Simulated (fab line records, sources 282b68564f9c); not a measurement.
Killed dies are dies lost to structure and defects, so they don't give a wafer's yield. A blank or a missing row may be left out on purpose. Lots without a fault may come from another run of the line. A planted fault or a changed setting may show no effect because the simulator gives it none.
Problem report in the 8D (eight disciplines) form, filled by code | flow rit_cmos | the parts of the form that need people (team, actions taken, sign-off) are left out

1. THE PROBLEM
heater_power_total_W at RIT_ACTIVE_SOFTBAKE_07 reads a mean of 34.13 W on 6 wafers of 2 lots; wafers without a fault read 34.56 W with a standard deviation of 0.049. That is -8.7 standard deviations from the usual mean.
The step: time 60 s.
First seen on wafer L165.1, day 3 15:53, on litho_track-04. The record holds 42 wafers of 14 lots with a number at this step. Rule for "out", or "out of limits": more than 4 standard deviations from the usual mean. The other wafers with a number count as sound.

2. WHAT IT IS AND WHAT IT IS NOT
question                    | is                                 | is not
which readings at this step | heater_power_total_W, plate_temp_C | -
which lots                  | L165, L166                         | L155, L156, L157, L158, L159, L161, L171, L172, L173, L174, L176, L178
which wafers of those lots  | all that have a number             | -
read on which tools         | litho_track-04                     | litho_track-02, litho_track-03
when                        | from day 3 15:53                   | up to then (18 sound wafers); but 18 sound wafers of L171, L172, L173, L174, L176, L178 came after

3. SUSPECTS, AND WHAT RULES EACH OUT
Counting: a tool at a process step up to the reading stays a suspect if it ran every lot that is out and no sound lot after the first of them.
- litho_track-04 at RIT_ACTIVE_SOFTBAKE_07 (time 60 s): kept. It ran every lot that is out, first L165 (day 3 15:53), and no sound lot after that; its last sound lot up to then is L159 (day 2 09:55). Its own readings are out on those wafers: heater_power_total_W, plate_temp_C.
Left after counting: litho_track-04 at RIT_ACTIVE_SOFTBAKE_07.

4. THE CAUSE (what the simulator had put in)
Process parameter drift: litho_track-04, from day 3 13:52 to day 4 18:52, at RIT_ACTIVE_SOFTBAKE_07. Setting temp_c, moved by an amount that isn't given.
Counting left only this tool.

5. THE CHAIN OF EFFECTS, in route order
Each row: a reading whose mean over the struck wafers that have a number lies more than 3 standard deviations from the usual. Only readings for which the record gives a usual standard deviation are gone through. hours: the time from each lot's start at the first step in this table that gives one to its start at this step, as a median over the lots. sigmas: the change in usual standard deviations.
hours | step                   | reading              | usual   | on struck wafers | change | sigmas
0     | RIT_ACTIVE_SOFTBAKE_07 | heater_power_total_W | 34.56 W | 34.13            | -0.43  | -8.7
0     | RIT_ACTIVE_SOFTBAKE_07 | plate_temp_C         | 89.98 C | 89.23            | -0.75  | -6.3
The process steps in it:
- RIT_ACTIVE_SOFTBAKE_07: time 60 s.
Later measuring or inspecting steps at which every struck wafer that the step has a row for has a number for every such reading, and none has moved that far: RIT_PRETRO_OVL_MEAS_06.

6. WHAT WOULD HAVE CAUGHT IT SOONER
In this record the first reading out of limits was taken at day 3 15:53, 2 hours after the fault began at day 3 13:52.
